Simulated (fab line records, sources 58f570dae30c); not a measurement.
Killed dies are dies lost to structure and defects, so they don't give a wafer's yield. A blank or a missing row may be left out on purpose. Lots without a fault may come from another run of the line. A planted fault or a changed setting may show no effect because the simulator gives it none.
Which tool did it? | flow berkeley_cmos170 | 13 lots, 39 wafers sampled, at 5 steps of a route of 331

WHAT THE GAUGES READ, wafer by wafer
UCB170_ACTIVE_CD_MEAS_90: target cd 1200 nm. Usual: cd_nm 1200.2 nm, standard deviation 1.5.
lot  | measured    | on        | cd_nm (nm)           | flag
L123 | day 4 18:14 | cd_sem-01 | 1196.8 1197.5 1196.9 |
L124 | day 4 18:41 | cd_sem-02 | 1200.3 1199.8 1200.5 |
L125 | day 5 02:37 | cd_sem-01 | 1202.4 1201.8 1203.8 |
L126 | day 5 06:34 | cd_sem-02 | 1202.5 1201.1 1200.8 |
L128 | day 6 01:15 | cd_sem-02 | 1199.8 1200.3 1199.6 |
L129 | day 6 01:23 | cd_sem-02 | 1197.9 1198.0 1198.8 |
L130 | day 6 06:44 | cd_sem-01 | 1197.9 1198.7 1198.0 |
L134 | day 6 20:20 | cd_sem-02 | 1200.8 1201.9 1201.5 |
L135 | day 7 14:26 | cd_sem-02 | 1200.4 1200.0 1200.6 |
L139 | day 8 02:55 | cd_sem-02 | 1202.1 1201.5 1201.2 |
L141 | day 8 14:23 | cd_sem-02 | 1200.4 1200.4 1201.3 |
L142 | day 8 14:38 | cd_sem-01 | 1197.4 1197.2 1197.3 |
L143 | day 9 08:06 | cd_sem-02 | 1200.7 1200.0 1199.8 |

UCB170_GATE_OVL_MEAS_13. Usual: GATE_OVL -3 nm, standard deviation 5.6.
lot  | measured     | on         | GATE_OVL (nm) | flag
L123 | day 6 09:46  | overlay-01 | -3 -1 6       |
L124 | day 6 09:29  | overlay-01 | -11 -7 -2     |
L125 | day 7 03:07  | overlay-02 | -8 -5 -8      |
L126 | day 7 03:21  | overlay-01 | 4 -1 -3       |
L128 | day 7 23:30  | overlay-01 | -7 -2 -7      |
L129 | day 7 23:16  | overlay-02 | 1 -7 -7       |
L130 | day 8 08:22  | overlay-02 | -5 -13 -5     |
L134 | day 8 18:05  | overlay-02 | -5 -6 -9      |
L135 | day 9 13:07  | overlay-01 | -8 -7 -4      |
L139 | day 10 00:50 | overlay-01 | -7 -9 -5      |
L141 | day 10 20:39 | overlay-02 | 0 11 7        |
L142 | day 10 20:32 | overlay-01 | 6 5 4         |
L143 | day 11 05:34 | overlay-02 | 0 -5 -6       |

UCB170_M1_CD_MEAS_09: target cd 700 nm. Usual: cd_nm 700.4 nm, standard deviation 1.6.
lot  | measured     | on        | cd_nm (nm)        | flag
L123 | day 7 08:43  | cd_sem-01 | 700.3 699.0 699.4 |
L124 | day 7 08:24  | cd_sem-01 | 700.7 700.7 700.9 |
L125 | day 8 00:59  | cd_sem-01 | 698.8 699.0 698.5 |
L126 | day 8 01:57  | cd_sem-02 | 702.7 701.5 702.0 |
L128 | day 8 19:15  | cd_sem-02 | 697.8 699.6 698.2 |
L129 | day 8 20:22  | cd_sem-01 | 698.4 697.7 698.3 |
L130 | day 9 05:29  | cd_sem-01 | 697.9 699.2 698.8 |
L134 | day 9 17:29  | cd_sem-02 | 709.8 709.6 710.9 | OFF
L135 | day 10 13:57 | cd_sem-02 | 696.0 696.8 697.4 |
L139 | day 11 00:57 | cd_sem-01 | 698.6 700.1 700.0 |
L141 | day 11 20:36 | cd_sem-02 | 701.0 700.5 702.3 |
L142 | day 11 19:47 | cd_sem-01 | 699.9 701.2 699.1 |
L143 | day 12 05:10 | cd_sem-02 | 701.8 703.0 701.8 |

WHICH TOOL RAN EACH LOT (tool, then ch and the chambers of the sampled wafers, then the start)
lot  | UCB170_NVT_STRIP_08                  | UCB170_M1_EXPOSE_06
L123 | plasma_asher-01 ch 0,1, day 5 20:53  | krf_scanner-02 ch 0, day 7 08:19
L124 | plasma_asher-04 ch 0, day 5 21:42    | krf_scanner-01 ch 0, day 7 07:48
L125 | plasma_asher-01 ch 1, day 6 07:25    | krf_scanner-02 ch 0, day 8 00:13
L126 | plasma_asher-04 ch 1, day 6 13:22    | krf_scanner-02 ch 0, day 8 01:34
L128 | plasma_asher-02 ch 0,1, day 7 08:44  | krf_scanner-02 ch 0, day 8 18:32
L129 | plasma_asher-04 ch 0,1, day 7 09:02  | krf_scanner-01 ch 0, day 8 19:40
L130 | plasma_asher-02 ch 0,1, day 7 17:10  | krf_scanner-01 ch 0, day 9 05:06
L134 | plasma_asher-02 ch 0,1, day 8 03:18  | krf_scanner-02 ch 0, day 9 17:06
L135 | plasma_asher-04 ch 0,1, day 8 20:43  | krf_scanner-01 ch 0, day 10 13:33
L139 | plasma_asher-02 ch 0,1, day 9 07:53  | krf_scanner-01 ch 0, day 11 00:34
L141 | plasma_asher-02 ch 0,1, day 10 06:59 | krf_scanner-01 ch 0, day 11 20:00
L142 | plasma_asher-01 ch 0,1, day 10 07:13 | krf_scanner-01 ch 0, day 11 18:30
L143 | plasma_asher-01 ch 0,1, day 10 16:49 | krf_scanner-01 ch 0, day 12 04:36
- UCB170_NVT_STRIP_08: strips in O2.
- UCB170_M1_EXPOSE_06: exposes mask METAL1, target cd 700 nm.

WHAT THE TOOLS THEMSELVES READ (means of the sampled wafers that have a number; where no wafer has one, the mark that the record gives instead)
UCB170_NVT_STRIP_08. Usual: drypump_motor_current_A 5.59 A, standard deviation 0.27; oes_product_au 0.742 a.u., standard deviation 0.0047; strip_time_to_endpoint_s 21.64 s, standard deviation 0.058.
lot  | tool            | drypump_motor_current_A (A) | oes_product_au (a.u.) | strip_time_to_endpoint_s (s) | flag
L123 | plasma_asher-01 | 5.23                        | 0.743                 | 21.60                        |
L124 | plasma_asher-04 | 5.55                        | 0.743                 | 21.58                        |
L125 | plasma_asher-01 | 5.66                        | 0.738                 | 21.67                        |
L126 | plasma_asher-04 | 5.91                        | 0.742                 | 21.57                        |
L128 | plasma_asher-02 | 5.60                        | 0.743                 | 21.75                        |
L129 | plasma_asher-04 | 5.80                        | 0.743                 | 21.63                        |
L130 | plasma_asher-02 | 5.59                        | 0.739                 | 21.69                        |
L134 | plasma_asher-02 | 5.60                        | 0.741                 | 21.68                        |
L135 | plasma_asher-04 | 5.67                        | 0.741                 | 21.59                        |
L139 | plasma_asher-02 | 5.59                        | 0.738                 | 21.64                        |
L141 | plasma_asher-02 | 5.60                        | 0.743                 | 21.70                        |
L142 | plasma_asher-01 | 5.23                        | 0.743                 | 21.59                        |
L143 | plasma_asher-01 | 5.24                        | 0.746                 | 21.63                        |

UCB170_M1_EXPOSE_06. Usual: exposure_dose_mJ_cm2 20.464, standard deviation 0.023.
lot  | tool           | exposure_dose_mJ_cm2 | flag
L123 | krf_scanner-02 | 20.464               |
L124 | krf_scanner-01 | 20.467               |
L125 | krf_scanner-02 | 20.454               |
L126 | krf_scanner-02 | 20.471               |
L128 | krf_scanner-02 | 20.488               |
L129 | krf_scanner-01 | 20.500               |
L130 | krf_scanner-01 | 20.462               |
L134 | krf_scanner-02 | 19.635               | OFF
L135 | krf_scanner-01 | 20.468               |
L139 | krf_scanner-01 | 20.444               |
L141 | krf_scanner-01 | 20.496               |
L142 | krf_scanner-01 | 20.458               |
L143 | krf_scanner-01 | 20.434               |

THE ANSWER, worked out from the rows above alone
Rule: a lot is off if the mean of its wafers that have a number lies more than 3 standard deviations from the usual mean. A lot without any number at a reading at which 4 lots or more have one is off too. The other lots that the step has rows for count as sound. The gauges are gone through in route order, then the tools' own readings, and for those a lot's mean is taken as printed above. The first step at which some lot is off is used, and at that step the reading that is off furthest; a lot without a number counts as furthest.
Off: L134, at UCB170_M1_CD_MEAS_09 (cd_nm).
A tool fits if, at a process step before that reading, it ran every lot that is off, and no sound lot after the first of them. The gauges at UCB170_M1_CD_MEAS_09 aren't tried: what is off there is off at UCB170_M1_EXPOSE_06 too, on other tools, and a gauge's error can't cause that. One fits: krf_scanner-02 at UCB170_M1_EXPOSE_06. Its last sound lot is L128 (day 8 18:32), its first lot that is off L134 (day 9 17:06): a fault that began between those two fits.
The tool's own readings at UCB170_M1_EXPOSE_06 bear it out: on the lots that are off they differ by more than 5 times the standard deviation of the sound lots' means. exposure_dose_mJ_cm2 reads 19.635 there against 20.467 on the sound lots.

WHAT THE SIMULATOR HAD PUT IN
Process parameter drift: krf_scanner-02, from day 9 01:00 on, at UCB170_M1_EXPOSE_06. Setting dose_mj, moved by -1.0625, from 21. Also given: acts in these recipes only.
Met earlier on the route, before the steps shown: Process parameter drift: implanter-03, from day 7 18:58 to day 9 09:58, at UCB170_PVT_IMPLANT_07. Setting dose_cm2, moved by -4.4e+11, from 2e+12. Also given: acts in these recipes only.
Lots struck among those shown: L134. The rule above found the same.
